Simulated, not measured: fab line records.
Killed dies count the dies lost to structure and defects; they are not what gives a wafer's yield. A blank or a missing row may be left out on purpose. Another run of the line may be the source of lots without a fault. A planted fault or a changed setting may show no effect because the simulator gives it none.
Check for tools in common :: flow rit cmos :: 48 wafers sampled across 14 lots

## WHY THIS WAS OPENED
At RIT_WELLDRIVE_RS_MEAS_02 the reading PWELL_RS is flagged on 2 of 14 lots. No-fault wafers: 429.1 ohm/sq, standard deviation 1.1.
Rule: a lot gets a flag if all its wafers with a number sit over 4 standard deviations from that mean, or if no wafer of it has a number. The rest of the lots are taken to be sound.

lot: L836
measured: day 2 05:41
on: film metro-01
PWELL_RS (ohm/sq), wafer by wafer: 430.0 429.9 430.6
flag: 

lot: L837
measured: day 2 12:05
on: film metro-04
PWELL_RS (ohm/sq), wafer by wafer: 427.9 427.4 428.5
flag: 

lot: L838
measured: day 2 15:33
on: film metro-04
PWELL_RS (ohm/sq), wafer by wafer: 429.8 431.7 431.8
flag: 

lot: L841
measured: day 3 05:10
on: film metro-02
PWELL_RS (ohm/sq), wafer by wafer: 429.5 429.3 428.2
flag: 

lot: L842
measured: day 3 10:38
on: film metro-02
PWELL_RS (ohm/sq), wafer by wafer: 429.3 429.6 429.5
flag: 

lot: L844
measured: day 3 20:58
on: film metro-02
PWELL_RS (ohm/sq), wafer by wafer: 428.6 429.4 426.9
flag: 

lot: L845
measured: day 4 01:52
on: film metro-02
PWELL_RS (ohm/sq), wafer by wafer: 428.3 428.8 429.4
flag: 

lot: L846
measured: day 4 06:41
on: film metro-04
PWELL_RS (ohm/sq), wafer by wafer: 427.7 428.1 428.1
flag: 

lot: L847
measured: day 4 10:51
on: film metro-02
PWELL_RS (ohm/sq), wafer by wafer: 430.3 429.4 430.1
flag: 

lot: L851
measured: day 5 08:30
on: film metro-01
PWELL_RS (ohm/sq), wafer by wafer: 429.0 429.0 429.6
flag: 

lot: L852
measured: day 5 12:29
on: film metro-02
PWELL_RS (ohm/sq), wafer by wafer: 429.7 429.7 430.5
flag: 

lot: L855
measured: day 6 05:44
on: film metro-04
PWELL_RS (ohm/sq), wafer by wafer: 435.5 435.7 436.6 436.2 435.1 435.7
flag: FLAGGED

lot: L857
measured: day 6 16:30
on: film metro-02
PWELL_RS (ohm/sq), wafer by wafer: 436.0 437.0 436.9 435.8 437.6 436.1
flag: FLAGGED

lot: L858
measured: day 6 18:13
on: film metro-01
PWELL_RS (ohm/sq), wafer by wafer: 429.2 429.7 429.7
flag: 
The mean of the flagged lots' numbers is 436.2 ohm/sq, +7.1 ohm/sq from the usual (+6 standard deviations).

## WHICH TOOL EACH LOT WENT THROUGH
The record keeps 1 process step preceding the reading, out of 202 steps on the route. Read each cell as the tool, then ch plus the chambers that the sampled wafers visited, then the start.
lot: L836
flag: 
RIT_PWELL_IMPLANT_08: implanter-02 ch 0, day 1 23:10

lot: L837
flag: 
RIT_PWELL_IMPLANT_08: implanter-02 ch 0, day 2 06:31

lot: L838
flag: 
RIT_PWELL_IMPLANT_08: implanter-02 ch 0, day 2 09:36

lot: L841
flag: 
RIT_PWELL_IMPLANT_08: implanter-02 ch 0, day 2 23:16

lot: L842
flag: 
RIT_PWELL_IMPLANT_08: implanter-04 ch 0, day 3 05:03

lot: L844
flag: 
RIT_PWELL_IMPLANT_08: implanter-02 ch 0, day 3 15:23

lot: L845
flag: 
RIT_PWELL_IMPLANT_08: implanter-04 ch 0, day 3 20:13

lot: L846
flag: 
RIT_PWELL_IMPLANT_08: implanter-01 ch 0, day 4 00:41

lot: L847
flag: 
RIT_PWELL_IMPLANT_08: implanter-02 ch 0, day 4 05:16

lot: L851
flag: 
RIT_PWELL_IMPLANT_08: implanter-01 ch 0, day 5 02:55

lot: L852
flag: 
RIT_PWELL_IMPLANT_08: implanter-02 ch 0, day 5 06:16

lot: L855
flag: FLAGGED
RIT_PWELL_IMPLANT_08: implanter-01 ch 0, day 6 00:10

lot: L857
flag: FLAGGED
RIT_PWELL_IMPLANT_08: implanter-01 ch 0, day 6 10:55

lot: L858
flag: 
RIT_PWELL_IMPLANT_08: implanter-04 ch 0, day 6 12:38
What the steps here do:
- RIT_PWELL_IMPLANT_08
- RIT_WELLDRIVE_RS_MEAS_02: measures by four-point-probe.

## FLAGGED AGAINST TOTAL, ONE TOOL AT A TIME (gauges that did the reading follow at the end)
step: RIT_PWELL_IMPLANT_08
tool: implanter-01
lots run: 4
flagged: 2
share of the flagged lots: all
sound lots run after its first flagged lot: 0

step: RIT_PWELL_IMPLANT_08
tool: implanter-02
lots run: 7
flagged: 0
share of the flagged lots: none
sound lots run after its first flagged lot: -

step: RIT_PWELL_IMPLANT_08
tool: implanter-04
lots run: 3
flagged: 0
share of the flagged lots: none
sound lots run after its first flagged lot: -

step: RIT_WELLDRIVE_RS_MEAS_02
tool: film metro-01
lots run: 3
flagged: 0
share of the flagged lots: none
sound lots run after its first flagged lot: -

step: RIT_WELLDRIVE_RS_MEAS_02
tool: film metro-02
lots run: 7
flagged: 1
share of the flagged lots: some
sound lots run after its first flagged lot: 0

step: RIT_WELLDRIVE_RS_MEAS_02
tool: film metro-04
lots run: 4
flagged: 1
share of the flagged lots: some
sound lots run after its first flagged lot: 0

## WHAT THE TABLE ALLOWS
1 row of the table ran every flagged lot: implanter-01 at RIT_PWELL_IMPLANT_08.
- implanter-01 at RIT_PWELL_IMPLANT_08: 2 of its 4 lots flagged. Its last sound lot is L851 (day 5 02:55), its first flagged lot L855 (day 6 00:10): a fault that began between those two fits. Its own readings lie more than 4 standard deviations out on every wafer of the flagged lots: dose ions cm2.
What remains is a single tool, implanter-01 at RIT_PWELL_IMPLANT_08.

## WHAT WAS PUT IN BY THE SIMULATOR
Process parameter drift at RIT_PWELL_IMPLANT_08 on implanter-01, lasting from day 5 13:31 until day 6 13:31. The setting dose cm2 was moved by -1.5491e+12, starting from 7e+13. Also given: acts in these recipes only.
Struck lots among those shown: L855, L857. Same finding as the rule above.
